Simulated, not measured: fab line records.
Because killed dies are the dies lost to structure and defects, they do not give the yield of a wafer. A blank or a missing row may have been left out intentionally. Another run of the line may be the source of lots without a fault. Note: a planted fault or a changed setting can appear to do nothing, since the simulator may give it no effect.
A struck lot beside a sound one + flow berkeley cmos170 + 18 out of 331 route steps
Sound: wafers L514.1, L514.5, L514.6. Wafers L521.2, L521.5, L521.6 were the ones struck. At the end, the cause is stated.
Per side, at each step with rows, come the tool, then ch with its chambers, and then its first start. Under that, the readings that differ: sound wafers + struck wafers + difference of the means + sigmas: that difference in standard deviations of wafers without a fault.
alike: same words and numbers on both sides, and readings whose means sit less than 2 such deviations apart. not compared: any withheld reading, any reading some wafer has no value for, any bound like >300 that may hide the same value, and any number with overlapping values for which the record gives no deviation.
A row with sigmas, a row that says differs or no value, or rows on one side alone: a step with any of these is where the two part. Numbers that have no deviation but don't overlap get no sigmas and don't part them. A reading that every wafer of one side lacks parts them only if that side has two wafers or more.

first, 1 step without rows for these wafers: UCB170_CONTACT_CLEAN_20 (cleans in SPM, time 600 s).
UCB170_M1_SPUTTER_00: material Al, target thk 600 nm, time 80 s.
  sound: pvd sputter-01 at day 9 02:55; struck: pvd sputter-03 at day 11 08:50
  alike: throttle valve pct
UCB170_M1_RS_MEAS_01: a four-point-probe measurement.
  sound: film metro-04 at day 9 02:59; struck: film metro-02 at day 11 08:55
  alike: M1_AL_RS
UCB170_M1_THK_MEAS_02: measures by xrf.
  sound: film metro-04 at day 9 03:06; struck: film metro-02 at day 11 09:01
  alike: M1_AL_THK
then, 6 steps without rows for these wafers: UCB170_M1_COAT_03; UCB170_M1_COAT_04 (resist thk 900 nm); UCB170_M1_SOFTBAKE_05 (time 60 s); UCB170_M1_EXPOSE_06 (exposes mask METAL1, target cd 700 nm); UCB170_M1_PEB_07; UCB170_M1_DEVELOP_08 (develop time 45 s).
UCB170_M1_CD_MEAS_09 targets a cd of 700 nm.
  sound: cd sem-01 at day 9 04:08; struck: cd sem-01 at day 11 10:16
  alike: cd nm
UCB170_M1_OVL_MEAS_10:
  sound: overlay-02 at day 9 04:16; struck: overlay-01 at day 11 10:23
  alike: M1_OVL
UCB170_M1_ETCH_11: etches BARC in N2/H2.
  sound on rie diel-02 ch 1,2,3, day 9 04:17; struck on rie diel-01 ch 0,1,2, day 11 10:25
  no value came back on the struck wafers for any of 5 readings (bias w (W), chamber pressure mTorr (mTorr) and others); on the sound wafers bias w (W) reads 99.74 99.55 100.13
UCB170_M1_METAL_ETCH_12: etches Al in Cl2/BCl3, stops on PSG, target depth 780 nm, time 130 s.
  sound on rie metal-04 ch 0,1, day 9 04:20; struck on rie metal-03 ch 0,1, day 11 10:27
| reading                | sound             | struck            | difference | sigmas |
|------------------------|-------------------|-------------------|------------|--------|
| bcl3 flow sccm (sccm)  | 44.82 44.84 44.85 | 45.19 45.19 45.10 | +0.32      | +2     |
| oes product au (a.u.)  | 0.862 0.864 0.859 | 0.377 0.386 0.368 | -0.485     | -50    |
| throttle valve pct (%) | 24.35 24.43 24.34 | 24.63 24.75 24.61 | +0.29      | +4     |
  alike: bias w, drypump motor current A, mfc cl2 sccm
  not compared: rf hours counter h
UCB170_M1_STRIP_13: strips in O2.
  sound on plasma asher-03 ch 0,1, day 9 04:28; struck on plasma asher-02 ch 0,1, day 11 10:35
| reading               | sound             | struck            | difference | sigmas |
|-----------------------|-------------------|-------------------|------------|--------|
| oes product au (a.u.) | 0.726 0.723 0.726 | 0.721 0.710 0.711 | -0.011     | -3     |
  alike: drypump motor current A
  not compared: rf hours counter h
UCB170_M1_CD_MEAS_90 targets a cd of 700 nm.
  sound: cd sem-01 at day 9 04:34; struck: cd sem-02 at day 11 10:42
| reading    | sound       | struck | difference                    | sigmas |
|------------|-------------|--------|-------------------------------|--------|
| cd nm (nm) | 696 699 697 | - - -  | no value on the struck wafers |        |
then, 1 step without rows for these wafers: UCB170_M1_ANNEAL_14 (time 1200 s).
UCB170_M3_PROBE_99:
  the record has rows for the struck wafers here (prober-01, day 11 23:56) and none for the sound ones

== WHERE THEY PART ==
First at UCB170_M1_ETCH_11; last, within this record, at UCB170_M3_PROBE_99.

WHY: whatever the simulator had introduced
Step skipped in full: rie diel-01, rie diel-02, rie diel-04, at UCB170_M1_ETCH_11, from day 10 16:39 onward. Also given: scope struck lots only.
